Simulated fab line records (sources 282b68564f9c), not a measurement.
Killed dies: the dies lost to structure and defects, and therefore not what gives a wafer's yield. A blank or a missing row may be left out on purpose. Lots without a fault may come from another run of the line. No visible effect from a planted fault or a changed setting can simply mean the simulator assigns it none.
fab line records    flow ritCmos
[record] lots = 15  wafers = 45  lastDay = 7
route steps=202 shown NSD@138 M1@202
lots that met no fault: from a run of the same line without faults
startH: start of the lot's first displayed wafer, in hours after the record's first day    waitH: how many hours have passed since the lot's step before this one    " identical to the entry in the row above    L1.1+2: one row covering several wafers at once    - either no value or no given start    * or withheld: withheld    < > ~ a bound
route shown NAME@n: NAME is a module with steps in the file, n the number in the route of the first one    usual: the fault-free wafers' mean and standard deviation    same: alike in all rows    chamber/n: place in a boat    sites: readings site by site    _std_site: standard deviation across them    _edge_site: outer sites' mean less inner sites'    radiusMm: how far each site lies from the wafer's centre    mask NAME#n: copy n    behind: the last tool/chamber to shape the wafer    hold: why the lot went on hold/how many hours it stayed there/how the hold came to an end    device: the n, p or np transistor that did not switch    end of line: the same wafers' tests at the end of the route    a step without rows: its recipe alone    killed: the dies lost at the first sort to structure and to defects; this is not the yield of the wafer    map: per-die view of a wafer (x killed, . not killed, _ where there is no die)
set.NAME: the run value of the setting; set.NAME@STEP: its run value at that earlier step    model.NAME: the simulator's own value behind a step, which no gauge read
route steps across a sampled set of lots; one table per step, one row per wafer
[[steps]]
[step RIT_NSD_HARDBAKE_07]
[recipe] resist = NOVOLAK  tempC = 140  timeS = 60
[usual] heaterPowerTotalW = 62.54/0.05  plateTempC = 140.00/0.15
[same] timeS = 60
lot.wafer  tool           chamber  startH  waitH  heaterPowerTotalW  plateTempC
L477.2     lithoTrack-01  0        60.11   0.0    62.59              139.99
L477.4     "              0        "       "      62.55              140.14
L477.6     "              0        "       "      62.58              140.01
L478.3     lithoTrack-01  0        66.66   0.1    62.59              140.05
L478.4     "              0        "       "      62.56              140.04
L478.6     "              0        "       "      62.54              140.02
L480.3     lithoTrack-03  0        79.12   0.1    62.57              140.20
L480.4     "              0        "       "      62.54              140.12
L480.6     "              0        "       "      62.54              139.89
L481.1     lithoTrack-03  0        81.91   0.0    62.56              140.00
L481.2     "              0        "       "      62.48              140.20
L481.3     "              0        "       "      62.59              140.22
L482.2     lithoTrack-03  0        84.43   0.0    62.51              139.98
L482.4     "              0        "       "      62.55              140.07
L482.6     "              0        "       "      62.55              140.06
L483.3     lithoTrack-04  0        92.25   0.3    62.59              140.13
L483.4     "              0        "       "      62.57              139.85
L483.5     "              0        "       "      62.55              140.07
L484.1     lithoTrack-03  0        98.11   0.0    62.53              139.89
L484.4     "              0        "       "      62.61              140.10
L484.6     "              0        "       "      62.56              140.04
L486.2     lithoTrack-01  0        105.18  0.0    62.47              139.58
L486.3     "              0        "       "      62.53              139.63
L486.4     "              0        "       "      62.57              139.74
L487.1     lithoTrack-03  0        112.54  0.0    60.00              135.63
L487.2     "              0        "       "      60.07              135.70
L487.3     "              0        "       "      59.94              135.79
L488.2     lithoTrack-01  0        114.08  0.0    62.61              140.20
L488.5     "              0        "       "      62.46              140.00
L488.6     "              0        "       "      62.57              140.10
L489.1     lithoTrack-03  0        122.39  0.0    60.10              135.54
L489.3     "              0        "       "      60.10              135.47
L489.6     "              0        "       "      59.96              135.37
L490.3     lithoTrack-03  0        130.14  0.1    60.05              135.31
L490.4     "              0        "       "      60.04              135.20
L490.6     "              0        "       "      60.06              135.41
L495.4     lithoTrack-04  0        152.89  0.1    62.60              139.80
L495.5     "              0        "       "      62.60              139.90
L495.6     "              0        "       "      62.64              139.56
L496.1     lithoTrack-01  0        154.95  0.0    62.47              139.91
L496.3     "              0        "       "      62.53              140.03
L496.4     "              0        "       "      62.51              139.97
L498.3     lithoTrack-04  0        167.73  0.1    62.58              139.89
L498.4     "              0        "       "      62.55              140.06
L498.5     "              0        "       "      62.57              140.01
[step RIT_M1_PROBE_99]
[usual] killedAtContacts = 0.0/0.16  killedAtFrontEnd = 6.9/2.9  killedDies = 7.0/2.9  killedOpen = 3.4/2.1  killedShort = 3.5/1.8
[same] grossDies = 264  killed_at_M0_to_M3 = 0  killed_at_M4_up = 0  killedAtBackSide = 0  killedAtOther = 0
lot.wafer  tool       chamber  startH  waitH  killedAtContacts  killedAtFrontEnd  killedDies  killedOpen  killedShort
L488.2     prober-02  -        124.08  0.1    0                 2                 2           2           0
L488.5     prober-02  -        124.23  0.2    1                 7                 8           3           5
L488.6     prober-02  -        124.28  0.2    0                 7                 7           4           3
// killed by level:class
L488.2 REOX:geometricParticle:open=1 SPACER:geometricParticle:open=1
L488.5 GATE:geometricParticle:short=5 GATE:geometricParticle:open=1 REOX:geometricParticle:open=1 CONTACT:geometricParticle:open=1
L488.6 SILICIDE:geometricParticle:short=2 FOX1:geometricParticle:short=1 GATE:geometricParticle:open=1 REOX:geometricParticle:open=1 SPACER:geometricParticle:open=1 SILICIDE:geometricParticle:open=1
[[key]]
[firstSign] step = RIT_NSD_HARDBAKE_07  reading = heaterPowerTotalW  direction = down  sigmas = 50  usual = 62.54  struck = 60.04
[effect] step = RIT_NSD_HARDBAKE_07  reading = plateTempC  direction = down  sigmas = 29  usual = *  struck = *
metAt RIT_NSD_HARDBAKE_07
struckLots L487,L489,L490
testerLeftOut L487,L489,L490
onsetBetween 98.11 112.54
[fault] kind = processParameterDrift  tool = lithoTrack-03  chamber = -  onsetH = 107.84  steps = RIT_NSD_HARDBAKE_07  channel = tempC  offset = *  shape = step  endH = 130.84  actsIn = *  stated = *
// testerLeftOut: of these lots the tester's yield and bins aren't shown, on N5 and GAA mostly nor the transistor test; their killed dies are dies lost to structure and defects alone, not to doping, threshold or leakage, so they don't give the yield
